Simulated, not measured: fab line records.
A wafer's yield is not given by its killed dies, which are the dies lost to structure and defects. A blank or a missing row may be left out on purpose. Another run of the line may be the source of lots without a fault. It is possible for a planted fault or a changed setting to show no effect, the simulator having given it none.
Which tool did it? :: flow berkeley cmos170 :: Sampling: 7 lots, 21 wafers, 5 of 331 route steps

WHAT THE GAUGES SHOWED, per wafer
UCB170_M3_CD_MEAS_90 targets a cd of 700 nm.
lot: L213
measured: day 9 04:10
on: cd sem-01
cd nm (nm): 704.8 704.1 704.7

lot: L216
measured: day 9 20:11
on: cd sem-02
cd nm (nm): 696.1 700.8 696.2

lot: L218
measured: day 10 09:40
on: cd sem-01
cd nm (nm): 703.6 709.3 698.8

lot: L228
measured: day 12 16:30
on: cd sem-02
cd nm (nm): 699.9 698.2 702.0

lot: L231
measured: day 13 05:28
on: cd sem-02
cd nm (nm): 700.7 699.4 699.2

lot: L230
measured: day 13 11:23
on: cd sem-01
cd nm (nm): 701.5 700.5 701.8

lot: L234
measured: day 14 02:35
on: cd sem-02
cd nm (nm): 697.7 698.4 697.4

WHICH TOOL RAN EACH LOT (tool, then ch and the chambers of the sampled wafers, then the start)
lot: L213
UCB170_V1_CMP_02: cmp-02 ch 0,2,3, day 8 16:33
UCB170_M3_COAT_10: litho track-02 ch 0, day 9 02:00
UCB170_M3_ETCH_17: rie diel-04 ch 1,2, day 9 03:49
UCB170_M3_STRIP_19: plasma asher-04 ch 0,1, day 9 04:03

lot: L216
UCB170_V1_CMP_02: cmp-02 ch 0,1,2, day 9 08:04
UCB170_M3_COAT_10: litho track-03 ch 0, day 9 18:00
UCB170_M3_ETCH_17: rie diel-03 ch 0,1,3, day 9 19:51
UCB170_M3_STRIP_19: plasma asher-04 ch 0,1, day 9 20:05

lot: L218
UCB170_V1_CMP_02: cmp-02 ch 0,3, day 9 20:53
UCB170_M3_COAT_10: litho track-02 ch 0, day 10 07:00
UCB170_M3_ETCH_17: rie diel-04 ch 0,1, day 10 09:17
UCB170_M3_STRIP_19: plasma asher-01 ch 0,1, day 10 09:33

lot: L228
UCB170_V1_CMP_02: cmp-02 ch 0,3, day 12 05:22
UCB170_M3_COAT_10: litho track-03 ch 0, day 12 15:00
UCB170_M3_ETCH_17: rie diel-04 ch 0,3, day 12 16:08
UCB170_M3_STRIP_19: plasma asher-03 ch 0,1, day 12 16:24

lot: L231
UCB170_V1_CMP_02: cmp-01 ch 2,3, day 12 18:19
UCB170_M3_COAT_10: litho track-02 ch 0, day 13 04:00
UCB170_M3_ETCH_17: rie diel-01 ch 1,2,3, day 13 05:07
UCB170_M3_STRIP_19: plasma asher-01 ch 0,1, day 13 05:20

lot: L230
UCB170_V1_CMP_02: cmp-01 ch 1,2, day 12 20:59
UCB170_M3_COAT_10: litho track-04 ch 0, day 13 10:00
UCB170_M3_ETCH_17: rie diel-03 ch 0,2,3, day 13 11:01
UCB170_M3_STRIP_19: plasma asher-04 ch 0,1, day 13 11:16

lot: L234
UCB170_V1_CMP_02: cmp-02 ch 0,1,2, day 13 14:05
UCB170_M3_COAT_10: litho track-02 ch 0, day 14 01:00
UCB170_M3_ETCH_17: rie diel-01 ch 0,3, day 14 02:12
UCB170_M3_STRIP_19: plasma asher-03 ch 0,1, day 14 02:28
- UCB170_V1_CMP_02: polishes SiO2.
- UCB170_M3_COAT_10: resist thk 900 nm.
- UCB170_M3_ETCH_17: etches BARC in N2/H2.
- UCB170_M3_STRIP_19: strips in O2.

THE ANSWER, worked out from the rows above alone
Rule: the usual values come from the lots themselves. The widest of any qualifying gaps counts: lots, ordered by their means at a reading, are off when they make up no more than a third of the lots, leave a main group of 4 or more, and stand apart from it by 3 or more times the standard deviation of that group's means. Not used: any main group whose means are identical at the precision the tables above print for the reading. A lot without any number at a reading at which 4 lots or more have one is off too. The other lots that the step has rows for count as sound.
No lot is off at any reading shown: from this, nothing can be told.

WHAT HAD BEEN PUT IN BY THE SIMULATOR
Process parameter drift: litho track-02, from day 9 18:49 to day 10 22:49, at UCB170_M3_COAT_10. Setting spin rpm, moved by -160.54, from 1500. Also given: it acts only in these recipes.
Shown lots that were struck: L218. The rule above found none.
